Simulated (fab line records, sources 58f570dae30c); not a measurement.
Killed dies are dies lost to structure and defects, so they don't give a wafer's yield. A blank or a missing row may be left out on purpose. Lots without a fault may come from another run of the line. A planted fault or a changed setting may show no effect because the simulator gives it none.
Which tool did it? | flow berkeley_cmos170 | 14 lots, 42 wafers sampled, at 2 steps of a route of 331

WHAT THE GAUGES READ, wafer by wafer
UCB170_CONTACT_OVL_MEAS_16. Usual: CONTACT_OVL 0 nm, standard deviation 5.7.
lot  | measured     | on         | CONTACT_OVL (nm) | flag
L910 | day 8 12:42  | overlay-02 | 4 8 5            |
L911 | day 9 03:29  | overlay-02 | -2 -9 -6         |
L913 | day 9 05:10  | overlay-01 | 7 3 0            |
L916 | day 9 22:38  | overlay-02 | 6 0 2            |
L915 | day 9 22:54  | overlay-01 | -7 -4 -4         |
L918 | day 10 13:19 | overlay-01 | 7 7 8            |
L919 | day 10 13:17 | overlay-02 | -1 7 -2          |
L923 | day 11 11:00 | overlay-01 | 1 -1 0           |
L926 | day 11 15:14 | overlay-01 | -10 -6 -5        |
L929 | day 12 22:31 | overlay-01 | 7 -3 2           |
L928 | day 12 22:16 | overlay-01 | 7 6 4            |
L932 | day 12 22:26 | overlay-02 | -2 -4 -7         |
L931 | day 12 22:38 | overlay-02 | 4 -2 4           |
L930 | day 12 22:46 | overlay-01 | -4 -6 1          |

WHICH TOOL RAN EACH LOT (tool, then ch and the chambers of the sampled wafers, then the start)
lot  | UCB170_PSD_PEB_04
L910 | litho_track-01 ch 0, day 8 03:09
L911 | litho_track-03 ch 0, day 8 18:53
L913 | litho_track-04 ch 0, day 8 19:22
L916 | litho_track-01, day 9 12:26
L915 | litho_track-01, day 9 12:47
L918 | litho_track-03 ch 0, day 10 03:29
L919 | litho_track-01 ch 0, day 10 03:44
L923 | litho_track-01 ch 0, day 10 23:51
L926 | litho_track-04 ch 0, day 11 05:26
L929 | litho_track-01 ch 0, day 12 09:00
L928 | litho_track-03 ch 0, day 12 09:00
L932 | litho_track-04 ch 0, day 12 09:00
L931 | litho_track-03 ch 0, day 12 09:00
L930 | litho_track-04 ch 0, day 12 09:58
- UCB170_PSD_PEB_04

WHAT THE TOOLS THEMSELVES READ (means of the sampled wafers that have a number; where no wafer has one, the mark that the record gives instead)
UCB170_PSD_PEB_04. Usual: chill_plate_temp_C 23.00 C, standard deviation 0.099; exhaust_pa 44.9 Pa, standard deviation 0.89.
lot  | tool           | chill_plate_temp_C (C) | exhaust_pa (Pa) | flag
L910 | litho_track-01 | 22.89                  | 45.4            |
L911 | litho_track-03 | 22.92                  | 46.2            |
L913 | litho_track-04 | 23.01                  | 45.2            |
L916 | litho_track-01 | -                      | -               | OFF
L915 | litho_track-01 | -                      | -               | OFF
L918 | litho_track-03 | 23.02                  | 43.5            |
L919 | litho_track-01 | 23.04                  | 45.8            |
L923 | litho_track-01 | 23.02                  | 44.8            |
L926 | litho_track-04 | 23.00                  | 44.2            |
L929 | litho_track-01 | 22.93                  | 45.2            |
L928 | litho_track-03 | 23.00                  | 44.7            |
L932 | litho_track-04 | 22.94                  | 44.2            |
L931 | litho_track-03 | 23.00                  | 44.5            |
L930 | litho_track-04 | 23.01                  | 44.7            |

THE ANSWER, worked out from the rows above alone
Rule: a lot is off if the mean of its wafers that have a number lies more than 3 standard deviations from the usual mean. A lot without any number at a reading at which 4 lots or more have one is off too. The other lots that the step has rows for count as sound. The gauges are gone through in route order, then the tools' own readings, and for those a lot's mean is taken as printed above. The first step at which some lot is off is used, and at that step the reading that is off furthest; a lot without a number counts as furthest.
Off: L916, L915, at UCB170_PSD_PEB_04 (chill_plate_temp_C). Without a number there: L916, L915.
A tool fits if, at that step or a process step before it, it ran every lot that is off, and no sound lot after the first of them. None of those tried fits.

WHAT THE SIMULATOR HAD PUT IN
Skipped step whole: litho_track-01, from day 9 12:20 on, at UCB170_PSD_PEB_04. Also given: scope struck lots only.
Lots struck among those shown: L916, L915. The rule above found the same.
